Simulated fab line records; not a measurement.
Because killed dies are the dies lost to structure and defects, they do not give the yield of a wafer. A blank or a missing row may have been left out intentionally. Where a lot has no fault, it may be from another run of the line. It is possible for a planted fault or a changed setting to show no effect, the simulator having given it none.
Struck lot and sound lot, side by side :: flow berkeley_cmos170 :: 17 steps out of a route of 331
Sound: the wafers L512.1, L512.2, L512.4. The struck wafers were L508.4, L508.5, L508.6. Last of all comes the cause.
Each step with rows lists, per side, the tool, then ch with its chambers, then its first start. Under that, the readings that differ: sound wafers :: struck wafers :: difference of the means :: sigmas: that difference in standard deviations of wafers without a fault.
alike: same words and numbers on both sides, and readings whose means sit less than 2 such deviations apart. not compared: any withheld reading, any reading some wafer has no value for, any bound like >300 that may hide the same value, and any number with overlapping values for which the record gives no deviation.
Wherever a step has rows on one side only, a row that says differs or no value, or a row with sigmas, the two part there. Numbers that don't overlap but have no deviation are shown without sigmas and don't part them. A reading that every wafer of one side lacks parts them only if that side has two wafers or more.

UCB170_SACOX_THK_MEAS_02:
  sound on film_metro-04 at day 9 19:13; struck on film_metro-02 at day 8 19:28
  alike: SACOX_OXIDE_THK
then, 2 steps without rows for these wafers: UCB170_SCREENOX_WET_ETCH_00 (etches SiO2 in dHF, time 200 s); UCB170_SCREENOX_OXIDATION_01 (target thk 14.4 nm, ox time 2400 s).
UCB170_SCREENOX_THK_MEAS_02:
  sound on film_metro-02 at day 10 02:26; struck on film_metro-02 at day 9 01:02
  alike: SCREENOX_OXIDE_THK
then, 7 steps without rows for these wafers: UCB170_SCREENOX_ANNEAL_03 (time 900 s); UCB170_NVT_HMDS_00 (prime time 60 s); UCB170_NVT_COAT_01 (resist thk 900 nm); UCB170_NVT_SOFTBAKE_02 (time 60 s); UCB170_NVT_EXPOSE_03 (exposes mask PWELL, target cd 3000 nm); UCB170_NVT_PEB_04; UCB170_NVT_DEVELOP_05 (develop time 45 s).
UCB170_NVT_OVL_MEAS_06:
  sound on overlay-01 at day 10 11:15; struck on overlay-01 at day 9 08:37
  alike: NVT_OVL
UCB170_NVT_IMPLANT_07:
  sound on implanter-01 ch 0, day 10 11:17; struck on implanter-03 ch 0, day 9 08:43
reading: beam_energy_keV
sound: 50.016 49.980 49.986
struck: 67.513 67.503 67.521
difference: +17.518
sigmas: +99 or more

reading: model.implant.rp_nm (nm)
sound: 36.19 36.19 36.19
struck: 48.2 48.2 48.2
difference: +12.0
sigmas: 

reading: model.implant.drp_nm (nm)
sound: 18.57 18.57 18.57
struck: 23.18 23.18 23.18
difference: +4.61
sigmas: 
  alike: faraday_current_uA
UCB170_NVT_STRIP_08: strips in O2.
  sound on plasma_asher-02 ch 0,1, day 10 11:26; struck on plasma_asher-01 ch 0,1, day 9 08:49
  alike: drypump_motor_current_A, oes_product_au, strip_time_to_endpoint_s
  not compared: rf_hours_counter_h
UCB170_NVT_TW_MEAS_09:
  sound on film_metro-03 at day 10 11:32; struck on film_metro-04 at day 9 08:55
reading: NVT_TW
sound: 524.8 521.8 525.7
struck: 567.0 564.5 565.0
difference: +41.4
sigmas: +19
then, 1 step without rows for these wafers: UCB170_NVT_CLEAN_10 (cleans in SPM, time 600 s).
-- the record jumps here: 3 days lie between the struck wafers' starts before and after (it left off in module NVT and takes up again in module M3, whose first step shown is number 331 of the route) --
UCB170_M3_PROBE_99:
  sound on prober-01 at day 12 17:45; struck on prober-02 at day 12 01:07
reading: model.etest.nmos_0p35.swing_mv_dec
sound: 76.23 76.55 76.39
struck: 78.08 78.07
difference: +1.68
sigmas: 

reading: model.etest.nmos_0p35.body_rise_v (V)
sound: 0.3145 0.3162 0.3169
struck: 0.3493 0.3549
difference: +0.0362
sigmas: 
  not compared: model.etest.nmos_0p35.vt_long_v

== WHERE THEY PART ==
First at UCB170_NVT_IMPLANT_07; last, within this record, at UCB170_NVT_TW_MEAS_09.

WHY: the cause the simulator had injected
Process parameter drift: implanter-03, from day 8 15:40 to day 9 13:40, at UCB170_NVT_IMPLANT_07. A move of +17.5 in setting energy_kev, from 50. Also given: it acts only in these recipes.
